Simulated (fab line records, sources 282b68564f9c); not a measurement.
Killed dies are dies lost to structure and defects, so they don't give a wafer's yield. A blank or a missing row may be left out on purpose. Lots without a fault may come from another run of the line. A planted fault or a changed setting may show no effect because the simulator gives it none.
Tool commonality check | flow rit_cmos | 15 lots, 45 wafers sampled

WHY IT WAS OPENED
At RIT_M1_OVL_MEAS_10 the reading M1_OVL is flagged on 3 of 15 lots. Wafers without a fault read 0.7 nm, standard deviation 1.2.
Rule: a lot is flagged when every wafer of it that has a number lies more than 4 standard deviations from that mean, or none has a number. The other lots count as sound.

lot  | measured    | on         | M1_OVL (nm), wafer by wafer | flag
L401 | day 3 08:43 | overlay-02 | 1.9 1.2 1.9                 |
L403 | day 3 18:46 | overlay-01 | 1.3 0.3 -1.8                |
L404 | day 4 02:33 | overlay-01 | 0.6 2.6 -0.3                |
L405 | day 4 05:25 | overlay-01 | 1.7 -0.2 2.8                |
L406 | day 4 09:02 | overlay-01 | 1.6 0.4 0.6                 |
L408 | day 4 23:29 | overlay-01 | 1.6 1.8 1.5                 |
L410 | day 5 08:41 | overlay-01 | -1.1 -0.6 -1.5              |
L411 | day 5 11:22 | overlay-01 | 0.5 0.0 2.2                 |
L412 | day 5 17:59 | overlay-01 | 0.9 1.8 3.2                 |
L413 | day 6 00:25 | overlay-01 | 0.2 -1.3 -0.7               |
L414 | day 6 03:37 | overlay-02 | 0.8 0.3 1.8                 |
L415 | day 6 10:13 | overlay-01 | 1.0 -0.1 2.0                |
L418 | day 7 01:25 | overlay-01 | 361.7 361.9 361.5           | FLAGGED
L421 | day 7 16:23 | overlay-02 | 358.7 359.9 359.4           | FLAGGED
L423 | day 7 23:43 | overlay-01 | 361.3 359.8 360.5           | FLAGGED
The numbers of the flagged lots are 360.5 nm on average: +359.8 nm against the usual, or +99 or more standard deviations.

WHICH TOOL RAN EACH LOT
The record holds 2 process steps before the reading, out of a route of 202 steps. In each cell: the tool, then ch and the chambers that the sampled wafers went through, then the start.
lot  | flag    | RIT_GATE_STRIP_20                   | RIT_M1_EXPOSE_06
L401 |         | plasma_asher-03 ch 0,1, day 2 14:19 | iline_stepper-02 ch 0, day 3 08:10
L403 |         | plasma_asher-03 ch 0, day 3 01:17   | iline_stepper-01 ch 0, day 3 18:13
L404 |         | plasma_asher-03 ch 0,1, day 3 09:20 | iline_stepper-02 ch 0, day 4 02:02
L405 |         | plasma_asher-02 ch 0,1, day 3 11:31 | iline_stepper-01 ch 0, day 4 04:52
L406 |         | plasma_asher-02 ch 0, day 3 15:15   | iline_stepper-01 ch 0, day 4 08:15
L408 |         | plasma_asher-02 ch 0,1, day 4 04:35 | iline_stepper-01 ch 0, day 4 22:57
L410 |         | plasma_asher-01 ch 0,1, day 4 13:52 | iline_stepper-02 ch 0, day 5 08:07
L411 |         | plasma_asher-02 ch 0,1, day 4 17:45 | iline_stepper-02 ch 0, day 5 10:49
L412 |         | plasma_asher-01 ch 0,1, day 4 23:26 | iline_stepper-01 ch 0, day 5 17:27
L413 |         | plasma_asher-02 ch 0,1, day 5 05:29 | iline_stepper-02 ch 0, day 5 23:53
L414 |         | plasma_asher-01 ch 0,1, day 5 08:37 | iline_stepper-02 ch 0, day 6 03:05
L415 |         | plasma_asher-02 ch 0,1, day 5 16:47 | iline_stepper-01 ch 0, day 6 09:40
L418 | FLAGGED | plasma_asher-01 ch 0,1, day 6 08:10 | iline_stepper-02 ch 0, day 7 00:50
L421 | FLAGGED | plasma_asher-02 ch 0,1, day 6 22:59 | iline_stepper-02 ch 0, day 7 15:50
L423 | FLAGGED | plasma_asher-02 ch 0,1, day 7 04:28 | iline_stepper-02 ch 0, day 7 23:11
What these steps do:
- RIT_GATE_STRIP_20: strips in O2, time 180 s.
- RIT_M1_EXPOSE_06: exposes mask M12, target cd 2600 nm.
- RIT_M1_OVL_MEAS_10

FLAGGED OVER TOTAL, TOOL BY TOOL (the gauges that took the reading come last)
step               | tool             | lots run | flagged | share of the flagged lots | sound lots run after its first flagged lot
RIT_GATE_STRIP_20  | plasma_asher-01  | 4        | 1       | some                      | 0
RIT_GATE_STRIP_20  | plasma_asher-02  | 8        | 2       | some                      | 0
RIT_GATE_STRIP_20  | plasma_asher-03  | 3        | 0       | none                      | -
RIT_M1_EXPOSE_06   | iline_stepper-01 | 6        | 0       | none                      | -
RIT_M1_EXPOSE_06   | iline_stepper-02 | 9        | 3       | all                       | 0
RIT_M1_OVL_MEAS_10 | overlay-01       | 12       | 2       | some                      | 0
RIT_M1_OVL_MEAS_10 | overlay-02       | 3        | 1       | some                      | 0

WHAT THE TABLE ALLOWS
1 row of the table ran every flagged lot: iline_stepper-02 at RIT_M1_EXPOSE_06.
- iline_stepper-02 at RIT_M1_EXPOSE_06: 3 of its 9 lots flagged. Its last sound lot is L414 (day 6 03:05), its first flagged lot L418 (day 7 00:50): a fault that began between those two fits.
One tool is left: iline_stepper-02 at RIT_M1_EXPOSE_06.

WHAT THE SIMULATOR HAD PUT IN
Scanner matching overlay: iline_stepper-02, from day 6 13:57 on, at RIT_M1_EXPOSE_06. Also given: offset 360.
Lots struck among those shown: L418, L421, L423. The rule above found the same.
